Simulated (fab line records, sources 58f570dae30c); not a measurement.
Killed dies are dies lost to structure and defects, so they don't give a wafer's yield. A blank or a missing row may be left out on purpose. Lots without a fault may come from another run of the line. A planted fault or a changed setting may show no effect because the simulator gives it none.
Which tool did it? | flow berkeley_cmos170 | 14 lots, 42 wafers sampled, at 2 steps of a route of 331

WHAT THE GAUGES READ, wafer by wafer
UCB170_M2_THK_MEAS_03: measures by xrf.
lot  | measured     | on            | M2_AL_THK (nm)
L228 | day 7 16:49  | film_metro-04 | 912 908 907
L229 | day 8 10:04  | film_metro-03 | 891 879 887
L230 | day 8 10:16  | film_metro-01 | 861 894 904
L235 | day 8 17:15  | film_metro-04 | 904 880 902
L234 | day 8 17:21  | film_metro-01 | 905 906 906
L233 | day 8 17:31  | film_metro-03 | 892 861 873
L231 | day 8 17:47  | film_metro-04 | 895 909 873
L238 | day 9 18:57  | film_metro-03 | 882 874 875
L236 | day 9 19:15  | film_metro-04 | 896 897 894
L239 | day 10 07:41 | film_metro-04 | 888 907 904
L243 | day 10 23:32 | film_metro-01 | 903 877 904
L250 | day 12 11:30 | film_metro-01 | 875 890 885
L246 | day 12 11:46 | film_metro-03 | 886 888 882
L249 | day 13 01:13 | film_metro-04 | 870 885 891

UCB170_V2_CD_MEAS_12: target cd 700 nm.
lot  | measured     | on        | cd_nm (nm)
L228 | day 7 21:34  | cd_sem-01 | 702.3 701.1 701.8
L229 | day 8 15:11  | cd_sem-01 | 700.5 701.8 699.6
L230 | day 8 15:28  | cd_sem-02 | 699.9 700.9 699.5
L235 | day 8 23:44  | cd_sem-01 | 700.8 700.6 699.7
L234 | day 8 23:56  | cd_sem-02 | 700.7 700.0 699.6
L233 | day 9 00:09  | cd_sem-01 | 699.0 699.6 698.6
L231 | day 9 00:23  | cd_sem-01 | 698.5 699.8 698.9
L238 | day 9 23:10  | cd_sem-02 | 697.9 698.3 698.2
L236 | day 9 23:37  | cd_sem-02 | 704.0 704.2 703.3
L239 | day 10 14:07 | cd_sem-01 | 699.6 698.5 698.0
L243 | day 11 05:17 | cd_sem-01 | 698.4 700.6 699.9
L250 | day 12 17:36 | cd_sem-01 | 701.5 702.6 700.1
L246 | day 12 17:31 | cd_sem-01 | 700.0 701.3 700.6
L249 | day 13 07:17 | cd_sem-01 | 698.2 698.8 698.0

WHICH TOOL RAN EACH LOT (tool, then ch and the chambers of the sampled wafers, then the start)
The record holds no process step before these readings.

WHAT THE TOOLS THEMSELVES READ (means of the sampled wafers that have a number; where no wafer has one, the mark that the record gives instead)
The record holds no such reading with a usual standard deviation.

THE ANSWER, worked out from the rows above alone
Rule: what is usual is taken from the lots themselves. Put in order of their means at a reading, lots are off if they are a third of the lots or fewer, leave a main group of 4 or more, and stand apart from it by a gap of 3 or more times the standard deviation of the main group's means; of several such gaps the widest counts. A main group whose means are all the same, to the digits that the tables above print for the reading, isn't used. A lot without any number at a reading at which 4 lots or more have one is off too. The other lots that the step has rows for count as sound. The gauges are gone through in route order, then the tools' own readings, and for those a lot's mean is taken as printed above. The first step at which some lot is off is used, and at that step the reading that is off furthest; a lot without a number counts as furthest.
No lot is off at any reading shown: from this, nothing can be told.

WHAT THE SIMULATOR HAD PUT IN
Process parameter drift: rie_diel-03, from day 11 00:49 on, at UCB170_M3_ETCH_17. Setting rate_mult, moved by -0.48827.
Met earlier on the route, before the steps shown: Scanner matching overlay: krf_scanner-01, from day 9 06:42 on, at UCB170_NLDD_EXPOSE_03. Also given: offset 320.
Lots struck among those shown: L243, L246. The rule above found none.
